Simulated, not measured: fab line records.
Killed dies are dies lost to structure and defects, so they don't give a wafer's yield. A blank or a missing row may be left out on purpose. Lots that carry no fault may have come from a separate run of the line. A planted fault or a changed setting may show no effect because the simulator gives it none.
A lot that was struck, set against a sound lot -- flow rit-cmos -- 17 steps out of a route of 202
Sound: these wafers, L805.2, L805.4, L805.5. Wafers L822.2, L822.3, L822.5 were the ones struck. The cause is given at the end.
At each step with rows: each side's tool, then ch and its chambers, then its first start. Under that, the readings that differ: sound wafers -- struck wafers -- difference of the means -- sigmas: that difference in standard deviations of wafers without a fault.
alike: a reading whose means differ by less than 2 such deviations, as well as words and numbers matching on both sides. not compared: withheld readings; readings where some wafer has no value; bounds like >300 that might hide an equal value; numbers whose values overlap and for which the record gives no deviation.
A row with sigmas, a row that says differs or no value, or rows on one side alone: a step with any of these is where the two part. When numbers do not overlap yet have no deviation, they are printed without sigmas and do not part them. A reading that every wafer of one side lacks parts them only if that side has two wafers or more.

RIT_PWELL_TW_MEAS_10:
  sound: film-metro-03 at day 2 23:42; struck: film-metro-01 at day 6 17:44
  alike: PWELL_TW
then, 1 step without rows for these wafers: RIT_WELLDRIVE_ANNEAL_00 (time 14700 s).
RIT_WELLDRIVE_RS_MEAS_01: the measuring method here is four-point-probe.
  sound: film-metro-03 at day 3 04:51; struck: film-metro-01 at day 7 01:37
  alike: NWELL_RS
RIT_WELLDRIVE_RS_MEAS_02: the measuring method here is four-point-probe.
  sound: film-metro-03 at day 3 04:58; struck: film-metro-01 at day 7 01:44
  alike: PWELL_RS
then, 6 steps without rows for these wafers: RIT_NRETRO_HMDS_00 (prime time 60 s); RIT_NRETRO_COAT_01 (resist thk 1300 nm); RIT_NRETRO_SOFTBAKE_02 (time 60 s); RIT_NRETRO_EXPOSE_03 (exposes mask M4, target cd 43900 nm); RIT_NRETRO_PEB_04; RIT_NRETRO_DEVELOP_05 (develop time 68 s).
RIT_NRETRO_OVL_MEAS_06:
  sound: overlay-01 at day 3 06:07; struck: overlay-01 at day 7 02:44
  alike: NRETRO_OVL
then, 1 step without rows for these wafers: RIT_NRETRO_HARDBAKE_07 (time 120 s).
RIT_NRETRO_IMPLANT_08:
  sound on implanter-02 ch 0, day 3 06:26; struck on implanter-01 ch 0, day 7 03:02
reading,sound,struck,difference,sigmas
dose-ions-cm2,9.995e+12 9.999e+12 9.996e+12,1.3691e+13 1.3712e+13 1.3692e+13,+3.7017e+12,+99 or more
faraday-current-uA,30.6 32.2 32.4,44.3 44.2 42.5,+11.9,+19
  alike: end-station-pressure-torr
RIT_NRETRO_STRIP_09: strips in O2, time 180 s.
  sound on plasma-asher-01 ch 0,1, day 3 06:34; struck on plasma-asher-03 ch 0,1, day 7 03:10
  alike: drypump-motor-current-A
  not compared: rf-hours-counter-h
RIT_NRETRO_TW_MEAS_10:
  sound: film-metro-04 at day 3 06:45; struck: film-metro-02 at day 7 03:20
reading,sound,struck,difference,sigmas
NRETRO_TW,1047 1042 1052,1158 1154 1162,+111,+28
then, 1 step without rows for these wafers: RIT_PRETRO_HMDS_00 (prime time 60 s).
RIT_M1_PROBE_99:
  sound: prober-02 at day 4 11:16; struck: prober-02 at day 8 07:20
reading,sound,struck,difference,sigmas
model.etest.pmos_0p3.r-on-ohm-um,6304 6294 6260,6438 6579 6441,+200,
model.etest.pmos_0p15.drive-ua-um,255.1 252.5 256.3,249.9 242.9 247.2,-8.0,
model.etest.pmos-turned.drive-ua-um,188.5 188.6 191,181.6 172.7 175.5,-12.8,
model.etest.pmos-narrow.drive-ua-um,103 102.8 102.4,96.95 92.48 95.59,-7.73,
model.etest.pmos_0p3.drive-ua-um,100.4 100.1 100.7,94.08 93.83 94.72,-6.19,
model.etest.well-edge-right.line-ohm-um,180.7 181.2 180.5,176.7 177 177.1,-3.9,
model.etest.well-edge-left.line-ohm-um,184.8 181.6 180.5,177 176.3 177.1,-6,
  alike: killed_at_M0_to_M3, killed-at-front-end, killed-dies, killed-open, killed-short
  not compared: model.etest.pmos-turned.r-on-ohm-um

## WHERE THEY PART
At RIT_NRETRO_IMPLANT_08 first; at RIT_NRETRO_TW_MEAS_10 last (within this record only). Later steps at which nothing parts them and some readings are alike: RIT_M1_PROBE_99.

WHY: whatever the simulator had introduced
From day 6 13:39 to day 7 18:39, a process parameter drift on implanter-01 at RIT_NRETRO_IMPLANT_08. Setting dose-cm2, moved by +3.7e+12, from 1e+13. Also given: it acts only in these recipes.
